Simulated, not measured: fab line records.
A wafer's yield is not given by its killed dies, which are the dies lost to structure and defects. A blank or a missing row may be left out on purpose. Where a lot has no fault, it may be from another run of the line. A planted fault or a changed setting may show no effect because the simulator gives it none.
fab line records + flow berkeleyCmos170
record
- lots=5
- wafers=27
route steps=331 shown M3@327
startH: start of the lot's first displayed wafer, in hours after the record's first day + waitH: hours elapsed since this lot's preceding step + " the same as in the row above + L1.1+2: one row covering several wafers at once + - no value, or no start was given + * or withheld: withheld + < > ~ a bound
route shown NAME@n: a module of which the file shows steps, and the number in the route of the first + usual: average and standard deviation across the fault-free wafers + same: alike in all rows + chamber/n: place in a boat + sites: readings site by site + _std_site: standard deviation of those values + _edge_site: the outer-site mean with the inner-site mean subtracted + radiusMm: how far each site lies from the wafer's centre + mask NAME#n: copy n + behind: the most recent tool/chamber to have shaped the wafer + hold: cause of the lot's hold/its duration in hours/its outcome + device: whichever transistor did not switch (one of n, p or np) + end of line: at the end of the route, the tests of the same wafers + step lacking rows: just its recipe + killed: dies lost to structure and defects at the first sort, not the wafer's yield + map: per-die view of a wafer (x killed, . not killed, _ where there is no die)
set.NAME: the run value of the setting; set.NAME@STEP: its run value at that earlier step + model.NAME: the simulator's own value behind a step, which no gauge read
lots whose settings were changed on purpose; a table a step, a row a wafer
## steps
# step UCB170_M3_METAL_ETCH_18
# recipe
- chemistry=Cl2/BCl3
- target=Al
- stopOn=SiO2
- pressureMtorr=12
- targetDepthA=11700
- overEtchFrac=0.3
- timeS=195
- icpW=600
- biasW=120
- Cl2_flow_sccm=90
- bcl3FlowSccm=45
# usual
- oesProductAu=0.861/0.018
| lot.wafer | tool        | chamber | startH | waitH | set.targetDepthA | oesProductAu | model.M3.featureDepthNm | model.etch.depthNm | model.KrF_of_M3_COAT_10.thkNm |
|-----------|-------------|---------|--------|-------|------------------|--------------|-------------------------|--------------------|-------------------------------|
| L075.1    | rieMetal-03 | 1       | 157.55 | -     | 8948             | 0.955        | 853.1                   | -                  | 391.5                         |
| L075.2    | "           | 0       | "      | "     | 11700            | 0.872        | 971.1                   | 913.6              | 213.3                         |
| L075.3    | "           | 0       | "      | "     | 8948             | 0.995        | 893.4                   | 893.4              | 370.4                         |
| L075.4    | "           | 1       | "      | "     | 11700            | 0.840        | 961.8                   | -                  | 233.5                         |
| L075.5    | "           | 0       | "      | "     | 8948             | 0.994        | 886.9                   | 886.9              | 372                           |
| L075.6    | "           | 1       | "      | "     | 11700            | 0.837        | 960.4                   | -                  | 241.1                         |
| L076.1    | rieMetal-01 | 0       | 177.35 | -     | 11700            | 0.883        | 953.3                   | 896.7              | 199.2                         |
| L076.3    | "           | 0       | "      | "     | 11700            | 0.881        | 948.7                   | 892                | 198.4                         |
| L076.6    | "           | 0       | "      | "     | 11700            | 0.881        | 954.6                   | 897.2              | 191.7                         |
| L080.1    | rieMetal-04 | 1       | 205.20 | -     | 11700            | 0.862        | 958.4                   | 903.7              | 218.5                         |
| L080.2    | "           | 0       | "      | "     | 11700            | 0.869        | 948.8                   | -                  | 215.9                         |
| L080.3    | "           | 0       | "      | "     | 9867             | 0.964        | 954.6                   | 908.8              | 325.6                         |
| L080.4    | "           | 1       | "      | "     | 9867             | 0.947        | 936.2                   | -                  | 324.6                         |
| L080.5    | "           | 1       | "      | "     | 11700            | 0.857        | 949.6                   | -                  | 219.5                         |
| L080.6    | "           | 0       | "      | "     | 9867             | 0.960        | 950.2                   | 903.9              | 321.2                         |
| L082.1    | rieMetal-03 | 1       | 206.15 | -     | 11700            | 0.837        | 963.6                   | 909.3              | 230.2                         |
| L082.2    | "           | 0       | "      | "     | 15960            | 0.718        | 962.4                   | -                  | 0                             |
| L082.3    | "           | 0       | "      | "     | 11700            | 0.836        | 940                     | -                  | 211.1                         |
| L082.4    | "           | 1       | "      | "     | 11700            | 0.823        | 925.7                   | 871.4              | 229                           |
| L082.5    | "           | 1       | "      | "     | 15960            | 0.703        | 958.1                   | -                  | 0                             |
| L082.6    | "           | 0       | "      | "     | 15960            | 0.727        | 982.7                   | 900.1              | 0                             |
| L085.1    | rieMetal-04 | 1       | 223.67 | -     | 5999             | 0.995        | 588.9                   | 588.9              | 544.6                         |
| L085.2    | "           | 0       | "      | "     | 5999             | 1.007        | 592.4                   | 592.4              | 542.1                         |
| L085.3    | "           | 1       | "      | "     | 11700            | 0.863        | 967.6                   | 913.3              | 226.7                         |
| L085.4    | "           | 0       | "      | "     | 5999             | 1.010        | 594.5                   | -                  | 539                           |
| L085.5    | "           | 0       | "      | "     | 11700            | 0.875        | 966                     | -                  | 224.2                         |
| L085.6    | "           | 1       | "      | "     | 11700            | 0.852        | 930                     | -                  | 218.9                         |
# step UCB170_M3_STRIP_19
# recipe
- chemistry=O2
- powerW=400
- pressureMtorr=3500
- platenTempC=withheld
- o2FlowSccm=400
- overashFraction=0.5
# usual
- oesProductAu=0.546/0.017
| lot.wafer | tool           | chamber | startH | waitH | set.targetDepthA@M3_METAL_ETCH_18 | oesProductAu |
|-----------|----------------|---------|--------|-------|-----------------------------------|--------------|
| L075.1    | plasmaAsher-02 | 0       | 157.74 | 0.1   | 8948                              | 0.722        |
| L075.2    | "              | 1       | "      | "     | 11700                             | 0.552        |
| L075.3    | "              | 0       | "      | "     | 8948                              | 0.706        |
| L075.4    | "              | 1       | "      | "     | 11700                             | 0.567        |
| L075.5    | "              | 0       | "      | "     | 8948                              | 0.704        |
| L075.6    | "              | 1       | "      | "     | 11700                             | 0.569        |
| L076.1    | plasmaAsher-03 | 0       | 177.73 | 0.3   | 11700                             | 0.525        |
| L076.3    | "              | 1       | "      | "     | 11700                             | 0.526        |
| L076.6    | "              | 0       | "      | "     | 11700                             | 0.526        |
| L080.1    | plasmaAsher-03 | 1       | 205.39 | 0.1   | 11700                             | 0.551        |
| L080.2    | "              | 0       | "      | "     | 11700                             | 0.544        |
| L080.3    | "              | 1       | "      | "     | 9867                              | 0.656        |
| L080.4    | "              | 0       | "      | "     | 9867                              | 0.658        |
| L080.5    | "              | 0       | "      | "     | 11700                             | 0.548        |
| L080.6    | "              | 1       | "      | "     | 9867                              | 0.659        |
| L082.1    | plasmaAsher-02 | 0       | 206.34 | 0.1   | 11700                             | 0.561        |
| L082.2    | "              | 1       | "      | "     | 15960                             | 0.316        |
| L082.3    | "              | 0       | "      | "     | 11700                             | 0.543        |
| L082.4    | "              | 1       | "      | "     | 11700                             | 0.560        |
| L082.5    | "              | 1       | "      | "     | 15960                             | 0.307        |
| L082.6    | "              | 0       | "      | "     | 15960                             | 0.323        |
| L085.1    | plasmaAsher-03 | 0       | 223.86 | 0.1   | 5999                              | 0.722        |
| L085.2    | "              | 1       | "      | "     | 5999                              | 0.722        |
| L085.3    | "              | 0       | "      | "     | 11700                             | 0.551        |
| L085.4    | "              | 1       | "      | "     | 5999                              | 0.723        |
| L085.5    | "              | 0       | "      | "     | 11700                             | 0.559        |
| L085.6    | "              | 1       | "      | "     | 11700                             | 0.546        |
# step UCB170_M3_CD_MEAS_90
# recipe
- targetCdNm=700
# usual
- cdNm=700.0/3
| lot.wafer | tool     | chamber | startH | waitH | set.targetDepthA@M3_METAL_ETCH_18 | cdNm  |
|-----------|----------|---------|--------|-------|-----------------------------------|-------|
| L075.1    | cdSem-01 | -       | 158.08 | 0.3   | 8948                              | 704.5 |
| L075.2    | "        | -       | "      | "     | 11700                             | 700.1 |
| L075.3    | "        | -       | "      | "     | 8948                              | 711.9 |
| L075.4    | "        | -       | "      | "     | 11700                             | 694.1 |
| L075.5    | "        | -       | "      | "     | 8948                              | 710.6 |
| L075.6    | "        | -       | "      | "     | 11700                             | 694.5 |
| L076.1    | cdSem-02 | -       | 177.83 | 0.1   | 11700                             | 700.3 |
| L076.3    | "        | -       | "      | "     | 11700                             | 703.3 |
| L076.6    | "        | -       | "      | "     | 11700                             | 702.8 |
| L080.1    | cdSem-01 | -       | 205.49 | 0.1   | 11700                             | 701.1 |
| L080.2    | "        | -       | "      | "     | 11700                             | 700.7 |
| L080.3    | "        | -       | "      | "     | 9867                              | 705.7 |
| L080.4    | "        | -       | "      | "     | 9867                              | 709.3 |
| L080.5    | "        | -       | "      | "     | 11700                             | 698.3 |
| L080.6    | "        | -       | "      | "     | 9867                              | 707.7 |
| L082.1    | cdSem-01 | -       | 206.44 | 0.1   | 11700                             | 701.8 |
| L082.2    | "        | -       | "      | "     | 15960                             | 681.8 |
| L082.3    | "        | -       | "      | "     | 11700                             | 698.1 |
| L082.4    | "        | -       | "      | "     | 11700                             | 701.1 |
| L082.5    | "        | -       | "      | "     | 15960                             | 686.6 |
| L082.6    | "        | -       | "      | "     | 15960                             | 682.6 |
| L085.1    | cdSem-01 | -       | 223.96 | 0.1   | 5999                              | 724.7 |
| L085.2    | "        | -       | "      | "     | 5999                              | 723.8 |
| L085.3    | "        | -       | "      | "     | 11700                             | 700.6 |
| L085.4    | "        | -       | "      | "     | 5999                              | 719.5 |
| L085.5    | "        | -       | "      | "     | 11700                             | 699.3 |
| L085.6    | "        | -       | "      | "     | 11700                             | 699.7 |
# step UCB170_M3_PROBE_99
| lot.wafer | tool      | chamber | startH | waitH | set.timeS@SILICIDE_SPUTTER_01 | model.etest.ppolyLine.lineOhmUm | model.etest.npolyLine.lineOhmUm | model.etest.npolyLine.widthNm | model.etest.ppolyLine.widthNm | model.etest.ppolyLine.rsOhmSq | model.etest.npolyLine.rsOhmSq |
|-----------|-----------|---------|--------|-------|-------------------------------|---------------------------------|---------------------------------|-------------------------------|-------------------------------|-------------------------------|-------------------------------|
| L075.1    | prober-01 | -       | 158.32 | 0.1   | 25                            | 14.48                           | 14.17                           | 321.9                         | 320.3                         | 4.661                         | 4.579                         |
| L075.2    | prober-01 | -       | 158.37 | 0.1   | 12.94                         | 32.71                           | 30.68                           | 333.5                         | 331.4                         | 10.83                         | 10.23                         |
| L075.3    | prober-01 | -       | 158.42 | 0.2   | 25                            | 14.37                           | 14.11                           | 321.6                         | 322.5                         | 4.596                         | 4.535                         |
| L075.4    | prober-01 | -       | 158.47 | 0.2   | 25                            | 14.57                           | 14.23                           | 322.6                         | 322.7                         | 4.651                         | 4.561                         |
| L075.5    | prober-01 | -       | 158.52 | 0.2   | 12.94                         | 30.64                           | 29.5                            | 331.4                         | 329                           | 10.12                         | 9.741                         |
| L075.6    | prober-01 | -       | 158.57 | 0.2   | 12.94                         | 31.1                            | 30.73                           | 334.5                         | 333.3                         | 10.37                         | 10.02                         |
| L076.1    | prober-01 | -       | 178.07 | 0.1   | 25                            | 14.75                           | 14.71                           | 321.3                         | 321.8                         | 4.795                         | 4.689                         |
| L076.3    | prober-01 | -       | 178.17 | 0.2   | 25                            | 14.64                           | 14.5                            | 319.6                         | 320.6                         | 4.69                          | 4.655                         |
| L076.6    | prober-01 | -       | 178.32 | 0.2   | 25                            | 14.73                           | 14.65                           | 321.3                         | 320.8                         | 4.757                         | 4.659                         |
| L080.1    | prober-02 | -       | 205.73 | 0.1   | 31.37                         | 13.02                           | 12.72                           | 319.1                         | 317.8                         | 4.127                         | 4.064                         |
| L080.2    | prober-02 | -       | 205.78 | 0.1   | 31.37                         | 13.04                           | 12.79                           | 318.2                         | 318.1                         | 4.166                         | 4.055                         |
| L080.3    | prober-02 | -       | 205.83 | 0.2   | 25                            | 15.57                           | 15                              | 321.2                         | 320.6                         | 4.903                         | 4.876                         |
| L080.4+5  | prober-02 | -       | 205.88 | 0.2   | 25                            | -                               | -                               | -                             | -                             | -                             | -                             |
| L080.6    | prober-02 | -       | 205.98 | 0.2   | 31.37                         | -                               | -                               | -                             | -                             | -                             | -                             |
| L082.2    | prober-02 | -       | 206.73 | 0.1   | 15.87                         | 24.36                           | 23.39                           | 327.6                         | 326.4                         | 7.957                         | 7.693                         |
| L082.3    | prober-02 | -       | 206.78 | 0.2   | 25                            | 14.66                           | 14.48                           | 322.2                         | 319.7                         | 4.716                         | 4.655                         |
| L082.4    | prober-02 | -       | 206.83 | 0.2   | 15.87                         | 24.29                           | 23.68                           | 325.3                         | 326.4                         | 7.933                         | 7.742                         |
| L082.5    | prober-02 | -       | 206.88 | 0.2   | 25                            | 14.9                            | 14.71                           | 318.1                         | 318                           | 4.725                         | 4.656                         |
| L082.6    | prober-02 | -       | 206.93 | 0.2   | 15.87                         | 23.93                           | 23.45                           | 328.2                         | 326.7                         | 7.889                         | 7.66                          |
| L085.1+6  | prober-01 | -       | 224.20 | 0.1   | 25                            | -                               | -                               | -                             | -                             | -                             | -                             |
| L085.2    | prober-01 | -       | 224.25 | 0.1   | 25                            | 14.92                           | 14.47                           | 319.8                         | 318.6                         | 4.663                         | 4.642                         |
| L085.3    | prober-01 | -       | 224.30 | 0.2   | 30.87                         | 12.93                           | 12.93                           | 316.6                         | 317.4                         | 4.103                         | 4.07                          |
| L085.4    | prober-01 | -       | 224.35 | 0.2   | 30.87                         | 13.13                           | 12.79                           | 315.1                         | 316.2                         | 4.136                         | 4.075                         |
| L085.5    | prober-01 | -       | 224.40 | 0.2   | 30.87                         | -                               | -                               | -                             | -                             | -                             | -                             |
# killed by level:class
L076.1
L076.3 START:geometricParticle:open=1 FIELD:geometricParticle:short=1 GATE:geometricParticle:open=1 SPACER:geometricParticle:short=1 V2:geometricParticle:short=1
L076.6 WELLDRIVE:geometricParticle:open=1 SCREENOX:geometricParticle:open=1 SPACER:geometricParticle:short=1 M1:geometricParticle:short=1
## key
split
- step=UCB170_M3_METAL_ETCH_18
- setting=targetDepthA
- stated=11700
- by=wafer
response
- step=UCB170_M3_METAL_ETCH_18
- reading=oesProductAu
- change=-0.00348
- per=1%
- r=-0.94
response
- step=UCB170_M3_METAL_ETCH_18
- reading=model.M3.featureDepthNm
- shape=bent
- atLowest=591.9
- atStated=953.3
- atHighest=967.8
response
- step=UCB170_M3_METAL_ETCH_18
- reading=model.etch.depthNm
- shape=bent
- atLowest=590.6
- atStated=899.6
- atHighest=900.1
response
- step=UCB170_M3_METAL_ETCH_18
- reading=model.KrF_of_M3_COAT_10.thkNm
- change=-6.41
- per=1%
- r=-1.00
response
- step=UCB170_M3_STRIP_19
- reading=oesProductAu
- change=-0.00494
- per=1%
- r=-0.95
response
- step=UCB170_M3_CD_MEAS_90
- reading=cdNm
- change=-0.475
- per=1%
- r=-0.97
split outsideThisFile step=UCB170_SILICIDE_SPUTTER_01 setting=timeS
# split outsideThisFile: this setting was split too, and the file shows its column; the key of that split is in another file
